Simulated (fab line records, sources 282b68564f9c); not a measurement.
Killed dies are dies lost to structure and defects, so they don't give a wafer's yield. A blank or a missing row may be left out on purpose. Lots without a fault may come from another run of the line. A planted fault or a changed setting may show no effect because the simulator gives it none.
fab line records | flow rit_cmos
record lots=6 wafers=18 last_day=7
route steps=202 shown SILICIDE@167 CONTACT@168 M1@202
lots that met no fault: from a run of the same line without faults
start_h: hours from the record's first day to the start of the lot's first wafer shown | wait_h: hours since the lot's step before | " the same as in the row above | L1.1+2: a row that stands for several wafers | - no value, or no start given | * or withheld: withheld | < > ~ a bound
route shown NAME@n: a module of which the file shows steps, and the number in the route of the first | usual: mean/standard deviation of fault-free wafers | same: alike in all rows | chamber/n: place in a boat | sites: the reading at each site | _std_site: their standard deviation | _edge_site: outer sites' mean less inner sites' | radius_mm: how far each site lies from the wafer's centre | mask NAME#n: copy n | behind: the tool/chamber that last shaped the wafer | hold: why the lot was held/for how many hours/how that ended | device: the transistor (n, p or np) that didn't switch | end of line: the same wafers' tests at the end of the route | a step without rows: its recipe alone | killed: dies lost to structure and defects at the first sort, not the wafer's yield | map: a wafer's dies, x killed, . not, _ none there
set.NAME: the setting as run; set.NAME@STEP: as run at that earlier step | model.NAME: the simulator's own value behind a step, which no gauge read
lots at some steps of the route; a table a step, a row a wafer
services: from which hour (start_h, from the record's first day; less than 0 if before it) a tool's chamber was out of use, for how many hours, and why
## steps
# step RIT_SILICIDE_RTA_06
# recipe temp_c=750 time_s=10 idle_temp_c=25 ramp_up_s=5 ramp_down_s=10 cool_to_c=25 ambient=N2
# usual anneal_temp_c_max=752.6/0.7 chamber_o2_ppm=1.999/0.023 wafer_temp_C_max=752.8/0.63
# columns lot.wafer tool chamber start_h wait_h anneal_temp_c_max chamber_o2_ppm wafer_temp_C_max
L691.1 rtp_anneal-02 0 49.59 0.0 752.7 2.009 752.8
L691.2 " 0 " " 753.7 1.988 752.7
L691.5 " 0 " " 753.5 1.996 753.0
L696.1 rtp_anneal-01 0 76.44 0.0 751.5 2.017 752.6
L696.2 " 0 " " 753.2 1.993 752.6
L696.6 " 0 " " 752.3 2.047 752.1
L697.1 rtp_anneal-02 0 79.41 0.0 752.9 1.980 752.9
L697.3 " 0 " " 752.4 2.002 753.2
L697.4 " 0 " " 753.3 2.014 752.3
L699.3 rtp_anneal-02 0 91.16 0.0 753.6 2.024 753.3
L699.5 " 0 " " 753.3 2.025 753.3
L699.6 " 0 " " 752.6 2.019 753.2
L711.3 rtp_anneal-02 0 155.60 0.0 753.5 2.009 753.5
L711.5 " 0 " " 752.2 2.014 753.0
L711.6 " 0 " " 752.5 1.963 752.6
L713.1 rtp_anneal-02 0 172.21 0.0 752.9 1.996 752.5
L713.4 " 0 " " 753.2 1.971 753.0
L713.5 " 0 " " 752.5 2.005 754.7
# step RIT_CONTACT_CVD_00
# recipe material=SiO2 target_thk_nm=400 precursor=TEOS temp_c=390 time_s=61 rf_w=411.7
# usual heater_power_w=325/54 rf_fwd_power_W=408.4/1.6
# columns lot.wafer tool chamber start_h wait_h heater_power_w rf_fwd_power_W since_wet_clean_h
L691.1 pecvd-03 0 49.66 0.1 270 408.2 200
L691.2 " 2 " " 337 408.6 200
L691.5 " 0 " " 289 407.2 -
L696.1 pecvd-02 2 76.51 0.1 338 409.9 1022
L696.2 " 1 " " 308 406.3 1022
L696.6 " 2 " " 355 409.4 -
L697.1 pecvd-03 2 79.47 0.1 354 411.7 230
L697.3 " 0 " " 285 407.4 230
L697.4 " 2 " " 358 411.2 -
L699.3 pecvd-02 0 91.23 0.1 310 407.2 -
L699.5 " 0 " " 326 407.2 -
L699.6 " 1 " " 313 406.5 -
L711.3 pecvd-02 1 155.65 0.0 320 408.8 1101
L711.5 " 1 " " 318 409.7 -
L711.6 " 2 " " 361 410.4 -
L713.1 pecvd-01 1 172.28 0.1 431 409.4 728
L713.4 " 2 " " 389 408.1 -
L713.5 " 1 " " 320 408.0 -
# step RIT_CONTACT_THK_MEAS_01
# recipe reads=SiO2_of_CONTACT_CVD_00
# usual CONTACT_TEOS_THK=403/5.4
# columns lot.wafer tool chamber start_h wait_h CONTACT_TEOS_THK[nm]
L691.1 film_metro-01 - 49.71 0.0 392
L691.2 " - " " 401
L691.5 " - " " 401
L696.1 film_metro-04 - 76.58 0.1 394
L696.2 " - " " 398
L696.6 " - " " 405
L697.1 film_metro-04 - 79.52 0.0 403
L697.3 " - " " 392
L697.4 " - " " 407
L699.3 film_metro-02 - 91.30 0.0 408
L699.5 " - " " 405
L699.6 " - " " 413
L711.3 film_metro-01 - 155.72 0.0 404
L711.5 " - " " 413
L711.6 " - " " 415
L713.1 film_metro-01 - 172.33 0.0 402
L713.4 " - " " 403
L713.5 " - " " 409
# step RIT_CONTACT_HMDS_02
# recipe prime_time_s=60 prime_temp_c=140
# step RIT_CONTACT_COAT_03
# recipe resist=NOVOLAK spin_rpm=3250 resist_thk_nm=1000
# step RIT_CONTACT_SOFTBAKE_04
# recipe resist=NOVOLAK temp_c=90 time_s=60
# step RIT_CONTACT_EXPOSE_05
# recipe mask_id=M11 na=0.6 source_shape=conventional sigma_outer=0.5 target_cd_nm=1000 dose_mj=250
# step RIT_CONTACT_PEB_06
# recipe resist=NOVOLAK temp_c=withheld time_s=withheld
# step RIT_CONTACT_DEVELOP_07
# recipe resist=NOVOLAK develop_time_s=120 dev_temp_c=23
# step RIT_CONTACT_CD_MEAS_08
# recipe target_cd_nm=1000
# usual cd_nm=999.2/1.9
# columns lot.wafer tool chamber start_h wait_h cd_nm
L691.1 cd_sem-02 - 50.86 - 1003.4
L691.2 " - " " 998.8
L691.5 " - " " 999.8
L696.1 cd_sem-02 - 77.67 - 999.4
L696.2 " - " " 997.2
L696.6 " - " " 997.3
L697.1 cd_sem-02 - 80.55 - 998.5
L697.3 " - " " 996.9
L697.4 " - " " 998.6
L699.3 cd_sem-01 - 92.34 - 998.0
L699.5 " - " " 997.1
L699.6 " - " " 999.9
L711.3 cd_sem-01 - 156.76 - 999.0
L711.5 " - " " 999.4
L711.6 " - " " 999.3
L713.1 cd_sem-02 - 173.61 - 996.1
L713.4 " - " " 999.2
L713.5 " - " " 998.9
# step RIT_CONTACT_OVL_MEAS_09
# usual CONTACT_OVL=0.6/1.7
# columns lot.wafer tool chamber start_h wait_h CONTACT_OVL[nm]
L691.1 overlay-02 - 50.98 0.1 3.7
L691.2 " - " " 1.7
L691.5 " - " " 0.7
L696.1 overlay-01 - 77.79 0.1 -0.1
L696.2 " - " " 1.5
L696.6 " - " " 3.4
L697.1 overlay-02 - 80.67 0.1 0.3
L697.3 " - " " 0.3
L697.4 " - " " 0.8
L699.3 overlay-02 - 92.44 0.1 -1.7
L699.5 " - " " -0.3
L699.6 " - " " -1.0
L711.3 overlay-02 - 156.85 0.1 -2.2
L711.5 " - " " -1.0
L711.6 " - " " 1.4
L713.1 overlay-01 - 173.73 0.1 2.9
L713.4 " - " " 0.5
L713.5 " - " " 1.2
# step RIT_CONTACT_HARDBAKE_10
# recipe resist=NOVOLAK temp_c=140 time_s=60
# step RIT_CONTACT_ETCH_11
# recipe target_depth_a=4800 over_etch_frac=0.2 stop_on=TiSi2 chemistry=CHF3/CF4/Ar target=SiO2 CHF3_flow_sccm=50 cf4_flow_sccm=10 Ar_flow_sccm=100 O2_flow_sccm=5 pressure_mtorr=100 rf_w=206.7 time_s=320
# usual O2_flow_sccm=5.000/0.016 drypump_motor_current_A=5.6/0.38 oes_product_au=1.000/0.015 over_etch_frac=0.2/0 rf_fwd_power_W=206.2/0.63 throttle_valve_pct=8.85/0.13
# columns lot.wafer tool chamber start_h wait_h O2_flow_sccm drypump_motor_current_A oes_product_au over_etch_frac rf_fwd_power_W rf_hours_counter_h throttle_valve_pct model.NOVOLAK_of_CONTACT_COAT_03.thk_nm
L691.1 rie_diel-02 3 51.22 0.1 5.021 5.2 1.018 0.2 205.8 66 8.93 761.6
L691.2 " 0 " " 5.004 4.9 1.006 0.2 205.7 14 8.79 768.3
L691.5 " 2 " " 5.015 6.1 1.012 0.2 206.1 - 8.91 763
L696.1 rie_diel-02 2 78.04 0.1 4.975 6.1 1.013 0.2 205.6 59 8.89 761.5
L696.2 " 0 " " 5.005 4.9 1.011 0.2 205.6 14 8.82 766.4
L696.6 " 1 " " 4.976 5.4 1.003 0.2 206.2 - 8.89 761.8
L697.1 rie_diel-01 2 80.86 0.1 4.990 5.8 1.002 0.2 206.8 29 8.94 764.8
L697.3 " 0 " " 4.992 5.8 0.967 0.2 205.3 107 8.62 761.2
L697.4 " 3 " " 4.987 4.9 0.995 0.2 205.5 107 8.91 760.8
L699.3 rie_diel-03 3 92.61 0.1 5.022 5.9 1.012 0.2 205.7 1 8.74 771.1
L699.5 " 2 " " 4.994 5.9 0.987 0.2 206.1 - 8.95 768.6
L699.6 " 1 " " 5.030 5.5 1.019 0.2 205.8 - 9.10 771.3
L711.3 rie_diel-03 1 157.03 0.1 4.996 5.5 1.003 0.2 206.5 143 9.09 770.2
L711.5 " 2 " " 4.982 5.9 0.991 0.33544 206.5 - 8.96 750.4
L711.6 " 3 " " 4.992 5.9 1.015 0.2 205.7 - 8.74 770.8
L713.1 rie_diel-03 2 174.10 0.1 5.003 5.9 0.985 0.33544 206.3 62 8.96 751.9
L713.4 " 3 " " 5.001 5.9 1.017 0.2 204.9 3 8.73 766.1
L713.5 " 3 " " 4.998 5.9 1.002 0.2 204.9 - 8.75 767.9
# step RIT_CONTACT_STRIP_12
# recipe chemistry=O2 time_s=180 resist=NOVOLAK platen_temp_c=withheld power_w=500 pressure_mtorr=4000 o2_flow_sccm=4000
# usual drypump_motor_current_A=5.7/0.54 rf_refl_power_W=6.8/1.4
# columns lot.wafer tool chamber start_h wait_h drypump_motor_current_A rf_hours_counter_h rf_refl_power_W
L691.1 plasma_asher-03 1 51.41 0.1 5.7 26 7.5
L691.2 " 0 " " 6.5 26 7.9
L691.5 " 0 " " 6.5 - 8.2
L696.1 plasma_asher-03 1 78.23 0.1 5.7 30 7.5
L696.2 " 0 " " 6.5 30 8.3
L696.6 " 0 " " 6.5 - 8.3
L697.1 plasma_asher-02 0 81.05 0.1 5.2 45 4.6
L697.3 " 0 " " 5.2 - 4.4
L697.4 " 1 " " 5.2 - 5.7
L699.3 plasma_asher-02 0 92.86 0.2 5.2 - 4.7
L699.5 " 0 " " 5.2 - 4.5
L699.6 " 1 " " 5.2 - 5.6
L711.3 plasma_asher-02 0 157.28 0.2 5.2 - 4.7
L711.5 " 0 " " 5.2 - 4.3
L711.6 " 1 " " 5.2 - 5.4
L713.1 plasma_asher-03 1 174.29 0.1 5.7 40 7.4
L713.4 " 0 " " 6.6 - 8.3
L713.5 " 0 " " 6.5 - 8.5
# step RIT_M1_PROBE_99
# usual killed_at_contacts=0.1/0.31 killed_at_front_end=6.3/3 killed_dies=6.4/3 killed_open=3/1.9 killed_short=3.4/1.9
# same gross_dies=264 killed_at_M0_to_M3=0 killed_at_M4_up=0 killed_at_back_side=0 killed_at_other=0
# columns lot.wafer tool chamber start_h wait_h killed_at_contacts killed_at_front_end killed_dies killed_open killed_short model.etest.antenna_contact.vt_shift_v
L691.1 prober-01 - 56.51 0.1 0 5 5 2 3 -0.01443
L691.2 prober-01 - 56.56 0.1 0 10 10 6 4 -0.0105
L691.5 prober-01 - 56.71 0.2 0 6 6 3 3 -0.01229
L696.1 prober-02 - 83.19 0.1 0 3 3 1 2 -0.0185
L696.2 prober-02 - 83.24 0.1 0 8 8 2 6 -0.01347
L696.6 prober-02 - 83.44 0.2 0 5 5 2 3 -0.01307
L697.1 prober-01 - 85.93 0.1 0 0 0 0 0 -0.005269
L697.3 prober-01 - 86.03 0.2 0 5 5 2 3 -0.01294
L697.4 prober-01 - 86.08 0.2 0 3 3 0 3 -0.01153
L699.3 prober-01 - 97.69 0.2 0 6 6 1 5 -0.01438
L699.5 prober-01 - 97.79 0.2 0 14 14 6 6 -0.0095
L699.6 prober-01 - 97.84 0.2 0 6 6 4 2 -0.01226
L711.3 prober-01 - 162.02 0.2 0 7 7 4 3 -0.007815
L711.5 prober-01 - 162.12 0.2 0 7 7 5 2 -0.01491
L711.6 prober-01 - 162.17 0.2 1 4 5 1 4 -0.005179
L713.1 prober-01 - 179.13 0.1 0 5 5 4 1 -0.02135
L713.4 prober-01 - 179.28 0.2 0 8 8 4 4 -0.0108
L713.5 prober-01 - 179.33 0.2 0 2 2 1 1 -0.008719
# killed by level:class
L691.1 FOX1:geometric_particle:short=2 FOX2:geometric_particle:open=1 GATE:geometric_particle:short=1 GATE:geometric_particle:open=1
L691.2 GATE:geometric_particle:short=4 GATE:geometric_particle:open=4 REOX:geometric_particle:open=1 SILICIDE:geometric_particle:open=1
L691.5 GATE:geometric_particle:open=2 SILICIDE:geometric_particle:short=2 REOX:geometric_particle:short=1 SPACER:geometric_particle:open=1
L696.1 GATE:geometric_particle:short=1 REOX:geometric_particle:open=1 SPACER:geometric_particle:short=1
L696.2 GATE:geometric_particle:short=3 REOX:geometric_particle:short=2 GATE:geometric_particle:open=1 SPACER:geometric_particle:open=1 SPACER:geometric_particle:short=1
L696.6 FOX1:geometric_particle:open=1 FOX2:geometric_particle:short=1 GATE:geometric_particle:short=1 REOX:geometric_particle:open=1 REOX:geometric_particle:short=1
L697.3 GATE:geometric_particle:short=3 GATE:geometric_particle:open=2
L697.4 GATE:geometric_particle:short=2 REOX:geometric_particle:short=1
L699.3 FOX1:geometric_particle:short=2 REOX:geometric_particle:short=2 FOX2:geometric_particle:open=1 SPACER:geometric_particle:short=1
L699.5 GATE:geometric_particle:open=3 GATE:geometric_particle:short=2 REOX:geometric_particle:open=2 SPACER:geometric_particle:short=2 NLDD:coat_microbubble_printed=2 FOX2:geometric_particle:open=1 SILICIDE:geometric_particle:short=1 REOX:geometric_particle:short=1
L699.6 SPACER:geometric_particle:open=4 FOX2:geometric_particle:short=1 REOX:geometric_particle:short=1
L711.3 GATE:geometric_particle:open=1 GATE:geometric_particle:short=1 REOX:geometric_particle:open=1 REOX:geometric_particle:short=1 SPACER:geometric_particle:short=1 SPACER:geometric_particle:open=1 SILICIDE:geometric_particle:open=1
L711.5 FOX1:geometric_particle:open=2 FOX1:geometric_particle:short=1 GATE:geometric_particle:open=1 REOX:geometric_particle:open=1 SPACER:geometric_particle:open=1 SILICIDE:geometric_particle:short=1
L711.6 SPACER:geometric_particle:short=2 ACTIVE:geometric_particle:short=1 GATE:geometric_particle:open=1 CONTACT:geometric_particle:short=1
L713.1 FOX2:geometric_particle:open=1 GATE:geometric_particle:open=1 SPACER:geometric_particle:open=1 SILICIDE:geometric_particle:short=1 STARTING-WAFER:geometric_particle:open=1
L713.4 GATE:geometric_particle:short=4 FOX1:geometric_particle:open=1 GATE:geometric_particle:open=1 REOX:geometric_particle:open=1 SILICIDE:geometric_particle:open=1
L713.5 GATE:geometric_particle:open=1 SPACER:geometric_particle:short=1
## services
# columns tool chamber start_h hours kind
pecvd-03 0 37.84 6.2 repair
rie_diel-02 - 41.06 2.5 repair
pecvd-02 0 71.85 4.7 repair
plasma_asher-02 - 77.73 3.1 repair
rie_diel-01 2 82.59 5.1 repair
pecvd-02 2 88.79 3.6 repair
rie_diel-03 1 118.47 9.9 repair
pecvd-03 - 123.75 2.8 pm
rie_diel-03 0 125.87 4.4 repair
rie_diel-02 1 136.41 - clean
rie_diel-02 1 136.41 14.1 scheduled_down
rie_diel-02 1 136.41 14.1 vent_cycle
pecvd-03 2 138.82 26.5 repair
pecvd-02 - 172.26 1.1 repair
## key
first_sign step=RIT_CONTACT_ETCH_11 reading=over_etch_frac direction=up sigmas=99+ usual=0.2 struck=0.33544
effect none on later readings
model_effect step=RIT_CONTACT_ETCH_11 value=NOVOLAK_of_CONTACT_COAT_03.thk_nm without=764.6 struck=751.2
model_effect step=RIT_M1_PROBE_99 value=etest.antenna_contact.vt_shift_v without=-0.01177 struck=-0.01813
met_at RIT_CONTACT_ETCH_11
struck_wafers L711.5,L713.1
tester_left_out L711,L713
onset_between 92.61 157.03
fault kind=process_parameter_drift tool=rie_diel-03 chamber=2 onset_h=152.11 steps=RIT_CONTACT_ETCH_11 channel=over_etch_frac offset=0.13544 shape=step end_h=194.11 stated=0.2
# tester_left_out: of these lots the tester's yield and bins aren't shown, on N5 and GAA mostly nor the transistor test; their killed dies are dies lost to structure and defects alone, not to doping, threshold or leakage, so they don't give the yield
